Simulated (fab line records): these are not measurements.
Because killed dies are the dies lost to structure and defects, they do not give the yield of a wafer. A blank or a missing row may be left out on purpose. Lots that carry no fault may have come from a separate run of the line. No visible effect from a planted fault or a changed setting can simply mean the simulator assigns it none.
The tool behind it: which one? :: flow rit-cmos :: 15 lots with 45 wafers sampled at 3 steps, on a route of 202 steps

WHAT THE GAUGES READ, wafer by wafer
RIT_GATE_THK_MEAS_07. Usual: for GATE_OXIDE_THK the level is 3.02 nm and the standard deviation is 0.075.
lot: L778
measured: day 2 10:42
on: film-metro-03
GATE_OXIDE_THK (nm): 3.08 3.05 2.99
flag: 

lot: L782
measured: day 3 11:05
on: film-metro-01
GATE_OXIDE_THK (nm): 2.91 2.95 2.96
flag: 

lot: L783
measured: day 3 13:44
on: film-metro-01
GATE_OXIDE_THK (nm): 2.92 2.90 3.02
flag: 

lot: L784
measured: day 3 18:04
on: film-metro-01
GATE_OXIDE_THK (nm): 3.13 3.17 3.14
flag: 

lot: L785
measured: day 4 02:49
on: film-metro-01
GATE_OXIDE_THK (nm): 3.06 3.05 3.12
flag: 

lot: L786
measured: day 4 06:58
on: film-metro-03
GATE_OXIDE_THK (nm): 3.14 3.14 3.07
flag: 

lot: L787
measured: day 4 07:05
on: film-metro-04
GATE_OXIDE_THK (nm): 3.05 3.12 3.14
flag: 

lot: L788
measured: day 4 15:30
on: film-metro-03
GATE_OXIDE_THK (nm): 3.01 2.98 3.05
flag: 

lot: L790
measured: day 4 22:40
on: film-metro-01
GATE_OXIDE_THK (nm): 3.12 3.10 3.05
flag: 

lot: L792
measured: day 5 08:38
on: film-metro-01
GATE_OXIDE_THK (nm): 2.86 2.93 2.84
flag: 

lot: L793
measured: day 5 13:29
on: film-metro-03
GATE_OXIDE_THK (nm): 2.96 3.00 2.98
flag: 

lot: L794
measured: day 5 19:53
on: film-metro-04
GATE_OXIDE_THK (nm): 3.06 3.03 3.01
flag: 

lot: L795
measured: day 6 01:18
on: film-metro-01
GATE_OXIDE_THK (nm): 3.03 3.15 3.10
flag: 

lot: L800
measured: day 7 00:31
on: film-metro-01
GATE_OXIDE_THK (nm): 2.97 3.02 3.00
flag: 

lot: L801
measured: day 7 09:21
on: film-metro-03
GATE_OXIDE_THK (nm): 3.02 3.01 2.98
flag: 

RIT_PLDD_OVL_MEAS_06. Usual: for PLDD_OVL the level is 0.0 nm and the standard deviation is 1.4.
lot: L778
measured: day 2 21:07
on: overlay-01
PLDD_OVL (nm): 2.1 0.3 0.3
flag: 

lot: L782
measured: day 3 20:23
on: overlay-01
PLDD_OVL (nm): 2.2 0.4 2.7
flag: 

lot: L783
measured: day 3 22:41
on: overlay-01
PLDD_OVL (nm): -1.8 0.4 -1.6
flag: 

lot: L784
measured: day 4 03:14
on: overlay-01
PLDD_OVL (nm): 1.2 0.9 0.1
flag: 

lot: L785
measured: day 4 12:34
on: overlay-01
PLDD_OVL (nm): -0.3 -0.6 -1.6
flag: 

lot: L786
measured: day 4 15:52
on: overlay-01
PLDD_OVL (nm): -0.7 0.0 0.5
flag: 

lot: L787
measured: day 4 19:13
on: overlay-01
PLDD_OVL (nm): 1.8 2.1 1.9
flag: 

lot: L788
measured: day 5 01:35
on: overlay-02
PLDD_OVL (nm): -1.1 -1.9 -1.4
flag: 

lot: L790
measured: day 5 10:03
on: overlay-01
PLDD_OVL (nm): -0.5 2.3 0.3
flag: 

lot: L792
measured: day 5 20:28
on: overlay-02
PLDD_OVL (nm): - - -
flag: OFF

lot: L793
measured: day 5 23:22
on: overlay-01
PLDD_OVL (nm): - - -
flag: OFF

lot: L794
measured: day 6 04:41
on: overlay-01
PLDD_OVL (nm): - - -
flag: OFF

lot: L795
measured: day 6 10:43
on: overlay-01
PLDD_OVL (nm): 0.1 -1.1 0.2
flag: 

lot: L800
measured: day 7 10:52
on: overlay-02
PLDD_OVL (nm): 0.1 1.4 -0.2
flag: 

lot: L801
measured: day 7 18:02
on: overlay-02
PLDD_OVL (nm): -2.4 -0.1 -2.5
flag: 

EACH LOT AND THE TOOL THAT RAN IT (in order: tool; ch and the chambers of the sampled wafers; start)
lot: L778
RIT_PLDD_EXPOSE_03: iline-stepper-01 ch 0, day 2 20:43

lot: L782
RIT_PLDD_EXPOSE_03: iline-stepper-01 ch 0, day 3 20:02

lot: L783
RIT_PLDD_EXPOSE_03: iline-stepper-02 ch 0, day 3 22:17

lot: L784
RIT_PLDD_EXPOSE_03: iline-stepper-01 ch 0, day 4 02:44

lot: L785
RIT_PLDD_EXPOSE_03: iline-stepper-01 ch 0, day 4 12:10

lot: L786
RIT_PLDD_EXPOSE_03: iline-stepper-02 ch 0, day 4 15:29

lot: L787
RIT_PLDD_EXPOSE_03: iline-stepper-02 ch 0, day 4 18:50

lot: L788
RIT_PLDD_EXPOSE_03: iline-stepper-02 ch 0, day 5 01:14

lot: L790
RIT_PLDD_EXPOSE_03: iline-stepper-01 ch 0, day 5 09:39

lot: L792
RIT_PLDD_EXPOSE_03: iline-stepper-02, day 5 19:58

lot: L793
RIT_PLDD_EXPOSE_03: iline-stepper-01, day 5 22:58

lot: L794
RIT_PLDD_EXPOSE_03: iline-stepper-01, day 6 04:17

lot: L795
RIT_PLDD_EXPOSE_03: iline-stepper-01 ch 0, day 6 10:10

lot: L800
RIT_PLDD_EXPOSE_03: iline-stepper-02 ch 0, day 7 10:28

lot: L801
RIT_PLDD_EXPOSE_03: iline-stepper-02 ch 0, day 7 17:40
- RIT_PLDD_EXPOSE_03: exposes mask M8, target cd 40900 nm.

AS READ BY THE TOOLS THEMSELVES (means over the sampled wafers that have a number; for cases with no such wafer, the mark the record gives instead)
RIT_PLDD_EXPOSE_03. Usual: exposure-dose-mJ-cm2 249.98, standard deviation 0.24; focus-offset-nm 0.0 nm, standard deviation 0.47.
lot: L778
tool: iline-stepper-01
exposure-dose-mJ-cm2: 250.09
focus-offset-nm (nm): -0.2
flag: 

lot: L782
tool: iline-stepper-01
exposure-dose-mJ-cm2: 249.92
focus-offset-nm (nm): 0.4
flag: 

lot: L783
tool: iline-stepper-02
exposure-dose-mJ-cm2: 249.95
focus-offset-nm (nm): -0.2
flag: 

lot: L784
tool: iline-stepper-01
exposure-dose-mJ-cm2: 250.10
focus-offset-nm (nm): -0.1
flag: 

lot: L785
tool: iline-stepper-01
exposure-dose-mJ-cm2: 249.59
focus-offset-nm (nm): -0.5
flag: 

lot: L786
tool: iline-stepper-02
exposure-dose-mJ-cm2: 249.93
focus-offset-nm (nm): 0.3
flag: 

lot: L787
tool: iline-stepper-02
exposure-dose-mJ-cm2: 250.00
focus-offset-nm (nm): -0.5
flag: 

lot: L788
tool: iline-stepper-02
exposure-dose-mJ-cm2: 250.10
focus-offset-nm (nm): -0.2
flag: 

lot: L790
tool: iline-stepper-01
exposure-dose-mJ-cm2: 250.18
focus-offset-nm (nm): -0.3
flag: 

lot: L792
tool: iline-stepper-02
exposure-dose-mJ-cm2: -
focus-offset-nm (nm): -
flag: OFF

lot: L793
tool: iline-stepper-01
exposure-dose-mJ-cm2: -
focus-offset-nm (nm): -
flag: OFF

lot: L794
tool: iline-stepper-01
exposure-dose-mJ-cm2: -
focus-offset-nm (nm): -
flag: OFF

lot: L795
tool: iline-stepper-01
exposure-dose-mJ-cm2: 249.96
focus-offset-nm (nm): 0.4
flag: 

lot: L800
tool: iline-stepper-02
exposure-dose-mJ-cm2: 250.14
focus-offset-nm (nm): 0.6
flag: 

lot: L801
tool: iline-stepper-02
exposure-dose-mJ-cm2: 250.03
focus-offset-nm (nm): -0.7
flag: 

THE ANSWER, worked out from the rows above alone
Rule: lot off if the mean of its wafers having a number is beyond 3 standard deviations from the usual mean. A lot without any number at a reading at which 4 lots or more have one is off too. The other lots that the step has rows for count as sound. Order of review: gauges by route order, followed by the tools' own readings, for which a lot's mean as printed above is used. The first step at which some lot is off is used, and at that step the reading that is off furthest; a lot without a number counts as furthest.
Off: L792, L793, L794, seen at RIT_PLDD_OVL_MEAS_06 (PLDD_OVL). Without a number there: L792, L793, L794.
A tool fits if, at a process step before that reading, it ran every lot that is off, and no sound lot after the first of them. The gauges at RIT_PLDD_OVL_MEAS_06 aren't tried: what is off there is off at RIT_PLDD_EXPOSE_03 too, on other tools, and a gauge's error can't cause that. Of those tried, none fits.

WHAT THE SIMULATOR HAD INSERTED
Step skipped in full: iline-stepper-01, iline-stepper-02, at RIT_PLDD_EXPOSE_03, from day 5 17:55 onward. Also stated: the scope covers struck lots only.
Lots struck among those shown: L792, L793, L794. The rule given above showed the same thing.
